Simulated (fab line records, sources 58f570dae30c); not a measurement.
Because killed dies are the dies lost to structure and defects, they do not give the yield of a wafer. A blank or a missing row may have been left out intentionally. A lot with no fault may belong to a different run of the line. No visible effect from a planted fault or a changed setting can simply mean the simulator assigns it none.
Which of the tools did it? ; flow berkeleyCmos170 ; 15 lots with 45 wafers sampled at 4 steps, on a route of 331 steps

## WHAT THE GAUGES SHOWED, per wafer
UCB170_CONTACT_THK_MEAS_02.
lot;measured;on;CONTACT_PSG_THK (nm)
L416;day 8 14:04;filmMetro-01;682 682 683
L417;day 8 14:19;filmMetro-01;686 680 682
L414;day 8 15:52;filmMetro-02;681 688 689
L415;day 8 15:52;filmMetro-03;684 683 685
L420;day 9 16:06;filmMetro-03;681 678 681
L421;day 9 17:52;filmMetro-03;693 688 696
L419;day 9 16:34;filmMetro-01;672 671 673
L423;day 9 17:56;filmMetro-03;686 687 681
L418;day 9 17:55;filmMetro-02;682 676 683
L425;day 10 18:55;filmMetro-01;681 681 681
L426;day 10 22:57;filmMetro-02;695 693 693
L429;day 11 04:53;filmMetro-02;685 683 687
L427;day 11 06:40;filmMetro-01;689 693 688
L431;day 11 16:41;filmMetro-03;672 674 673
L434;day 12 17:25;filmMetro-03;677 694 686

UCB170_CONTACT_OVL_MEAS_16.
lot;measured;on;CONTACT_OVL (nm)
L416;day 8 16:28;overlay-01;-3 -3 -1
L417;day 8 16:49;overlay-02;2 0 -6
L414;day 8 17:54;overlay-01;4 6 1
L415;day 8 18:11;overlay-02;4 0 3
L420;day 9 17:59;overlay-02;-10 -10 -10
L421;day 9 20:08;overlay-01;7 2 4
L419;day 9 18:58;overlay-01;1 7 -3
L423;day 9 20:31;overlay-01;-1 -1 4
L418;day 9 20:10;overlay-02;-5 -5 -11
L425;day 10 20:58;overlay-01;-5 0 -4
L426;day 11 01:26;overlay-02;258 256 257 258 256 259
L429;day 11 06:42;overlay-02;259 256 257 261 258 258
L427;day 11 08:56;overlay-01;-7 -5 -6
L431;day 11 18:37;overlay-01;255 253 256 256 255 257
L434;day 12 19:22;overlay-01;3 7 6

## WHAT TOOL EACH LOT RAN ON (gives the tool, then ch and the chambers of the sampled wafers, and finally the start)
lot;UCB170_SDANNEAL_RTA_00;UCB170_CONTACT_EXPOSE_12
L416;rtpAnneal-01 ch 0, day 8 11:07;krfScanner-02 ch 0, day 8 15:50
L417;rtpAnneal-02 ch 0, day 8 11:23;krfScanner-01 ch 0, day 8 16:06
L414;rtpAnneal-01 ch 0, day 8 11:30;krfScanner-02 ch 0, day 8 17:23
L415;rtpAnneal-02 ch 0, day 8 11:37;krfScanner-02 ch 0, day 8 17:31
L420;rtpAnneal-02 ch 0, day 9 13:04;krfScanner-02 ch 0, day 9 17:25
L421;rtpAnneal-02 ch 0, day 9 13:35;krfScanner-01 ch 0, day 9 19:17
L419;rtpAnneal-01 ch 0, day 9 13:35;krfScanner-01 ch 0, day 9 18:10
L423;rtpAnneal-01 ch 0, day 9 14:08;krfScanner-02 ch 0, day 9 19:58
L418;rtpAnneal-02 ch 0, day 9 14:08;krfScanner-01 ch 0, day 9 19:29
L425;rtpAnneal-02 ch 0, day 10 14:53;krfScanner-01 ch 0, day 10 20:28
L426;rtpAnneal-01 ch 0, day 10 19:56;krfScanner-02 ch 0, day 11 00:55
L429;rtpAnneal-02 ch 0, day 11 01:57;krfScanner-02 ch 0, day 11 06:12
L427;rtpAnneal-01 ch 0, day 11 02:09;krfScanner-01 ch 0, day 11 08:26
L431;rtpAnneal-01 ch 0, day 11 13:29;krfScanner-02 ch 0, day 11 18:07
L434;rtpAnneal-01 ch 0, day 12 13:03;krfScanner-01 ch 0, day 12 18:52
- UCB170_SDANNEAL_RTA_00: time 10 s.
- UCB170_CONTACT_EXPOSE_12: exposes mask CONT, target cd 700 nm.

## AS READ BY THE TOOLS THEMSELVES (means over the sampled wafers that have a number; for cases with no such wafer, the mark the record gives instead)
UCB170_SDANNEAL_RTA_00.
lot;tool;lampPowerPct (%);wafer_temp_C_max
L416;rtpAnneal-01;21.7;903.2
L417;rtpAnneal-02;23.2;902.1
L414;rtpAnneal-01;21.7;903.3
L415;rtpAnneal-02;23.2;902.5
L420;rtpAnneal-02;23.2;902.2
L421;rtpAnneal-02;23.2;902.9
L419;rtpAnneal-01;21.6;903.5
L423;rtpAnneal-01;21.7;903.3
L418;rtpAnneal-02;23.2;901.9
L425;rtpAnneal-02;23.2;903.2
L426;rtpAnneal-01;21.7;903.2
L429;rtpAnneal-02;23.2;902.2
L427;rtpAnneal-01;21.7;904.5
L431;rtpAnneal-01;21.7;904.8
L434;rtpAnneal-01;21.6;903.4

UCB170_CONTACT_EXPOSE_12.
lot;tool;reticleTempC (C);stageVelMmS (mm/s)
L416;krfScanner-02;23.06;499.95
L417;krfScanner-01;22.91;500.40
L414;krfScanner-02;22.96;499.83
L415;krfScanner-02;23.06;499.98
L420;krfScanner-02;22.87;500.01
L421;krfScanner-01;23.05;500.07
L419;krfScanner-01;22.95;500.25
L423;krfScanner-02;23.08;500.04
L418;krfScanner-01;23.01;499.55
L425;krfScanner-01;22.94;500.28
L426;krfScanner-02;22.98;499.83
L429;krfScanner-02;23.04;499.88
L427;krfScanner-01;22.99;499.84
L431;krfScanner-02;23.09;500.15
L434;krfScanner-01;22.97;500.25

## THE ANSWER, worked out from the rows above alone
Rule: usual is defined by the lots themselves. Put in order of their means at a reading, lots are off if they are a third of the lots or fewer, leave a main group of 4 or more, and stand apart from it by a gap of 3 or more times the standard deviation of the main group's means; of several such gaps the widest counts. If all means in a main group match to the digits the tables above print for the reading, that group is not used. Also off: a lot with no number at a reading for which 4 or more lots have one. All remaining lots with rows at the step are treated as sound. Order of review: gauges by route order, followed by the tools' own readings, for which a lot's mean as printed above is used. At the first step where some lot is off, the reading lying furthest off is the one used; lots without a number count as furthest.
Off: L426, L429, L431, at UCB170_CONTACT_OVL_MEAS_16 (CONTACT_OVL). Mean -1 nm and standard deviation 4.6 in the main group.
If a tool, at a process step before that reading, ran all the lots that are off and no sound lot after the first of them, it fits. The gauges at UCB170_CONTACT_OVL_MEAS_16 are tried like those tools. One candidate fits, namely krfScanner-02 at UCB170_CONTACT_EXPOSE_12. A fault onset in the window from L423 (day 9 19:58, its last sound lot) to L426 (day 11 00:55, its first lot off) fits.

## WHAT THE SIMULATOR PUT IN
Scanner matching overlay: krfScanner-02, from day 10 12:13 on, at UCB170_CONTACT_EXPOSE_12. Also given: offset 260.
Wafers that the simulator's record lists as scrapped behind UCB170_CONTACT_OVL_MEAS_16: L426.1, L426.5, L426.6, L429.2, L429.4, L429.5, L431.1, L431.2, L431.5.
Struck lots among those shown: L426, L429, L431. The same result came from the rule above.
